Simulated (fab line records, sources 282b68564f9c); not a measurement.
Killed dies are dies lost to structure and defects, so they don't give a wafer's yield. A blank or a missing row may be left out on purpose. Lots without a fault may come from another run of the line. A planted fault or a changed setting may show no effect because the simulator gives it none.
Problem report in the 8D (eight disciplines) form, filled by code | flow rit_cmos | the parts of the form that need people (team, actions taken, sign-off) are left out

1. THE PROBLEM
SPACER_NITRIDE_THK at RIT_SPACER_THK_MEAS_04 reads a mean of 217.8 nm on 6 wafers of 2 lots; wafers without a fault read 245.2 nm with a standard deviation of 1.8. That is -15 standard deviations from the usual mean.
First seen on wafer L815.3, day 5 01:01, on film_metro-01. The record holds 39 wafers of 13 lots with a number at this step. Rule for "out", or "out of limits": more than 4 standard deviations from the usual mean. The other wafers with a number count as sound.

2. WHAT IT IS AND WHAT IT IS NOT
question                    | is                           | is not
which readings at this step | SPACER_NITRIDE_THK           | -
which lots                  | L815, L817                   | L805, L806, L807, L811, L813, L818, L819, L821, L822, L825, L828
which wafers of those lots  | all that have a number       | -
read on which gauges        | film_metro-01, film_metro-04 | film_metro-02
when                        | from day 5 01:01             | up to then (15 sound wafers); but 18 sound wafers of L818, L819, L821, L822, L825, L828 came after

3. SUSPECTS, AND WHAT RULES EACH OUT
Counting: a tool at a process step up to the reading stays a suspect if it ran every lot that is out and no sound lot after the first of them.
- the gauge at RIT_SPACER_THK_MEAS_04: ruled out. The wafers that are out were read on 2 gauges (film_metro-01, film_metro-04).
- lpcvd-02 at RIT_SPACER_CVD_03 (deposits Si3N4 from SiH2Cl2/NH3, target thk 250 nm, time 3226 s): kept. It ran every lot that is out, first L815 (day 4 23:05), and no sound lot after that; its last sound lot up to then is L813 (day 4 13:20).
Left after counting: lpcvd-02 at RIT_SPACER_CVD_03.

4. THE CAUSE (what the simulator had put in)
Site profile drift: lpcvd-02, from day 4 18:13 on, at RIT_SPACER_CVD_03. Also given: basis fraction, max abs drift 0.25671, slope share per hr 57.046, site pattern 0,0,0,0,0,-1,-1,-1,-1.
Counting left only this tool.

5. THE CHAIN OF EFFECTS, in route order
Each row: a reading whose mean over the struck wafers that have a number lies more than 3 standard deviations from the usual. Only readings for which the record gives a usual standard deviation are gone through. hours: the time from each lot's start at the first step in this table that gives one to its start at this step, as a median over the lots. sigmas: the change in usual standard deviations.
hours | step                   | reading            | usual      | on struck wafers | change | sigmas
0     | RIT_SPACER_THK_MEAS_04 | SPACER_NITRIDE_THK | 245.2 nm   | 217.8            | -27.4  | -15
0     | RIT_SPACER_ETCHBACK_05 | oes_product_au     | 0.831 a.u. | 0.760            | -0.071 | -5.1
The process steps in it:
- RIT_SPACER_ETCHBACK_05: etches Si3N4 in SF6/CHF3, stops on SiO2, target depth 250 nm, time 240 s.

6. WHAT WOULD HAVE CAUGHT IT SOONER
In this record the first reading out of limits at a measuring or inspecting step was taken at day 5 01:01, 7 hours after the fault began at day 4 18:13.
Of the tool readings at RIT_SPACER_CVD_03 for which the record gives a usual standard deviation, none was out on any struck wafer, so an alarm limit of 4 standard deviations on them would not have fired.
Of the lots that are out (2), L817 began RIT_SPACER_CVD_03 on lpcvd-02 after day 5 01:01. A hold on the tool at that time would have spared it.
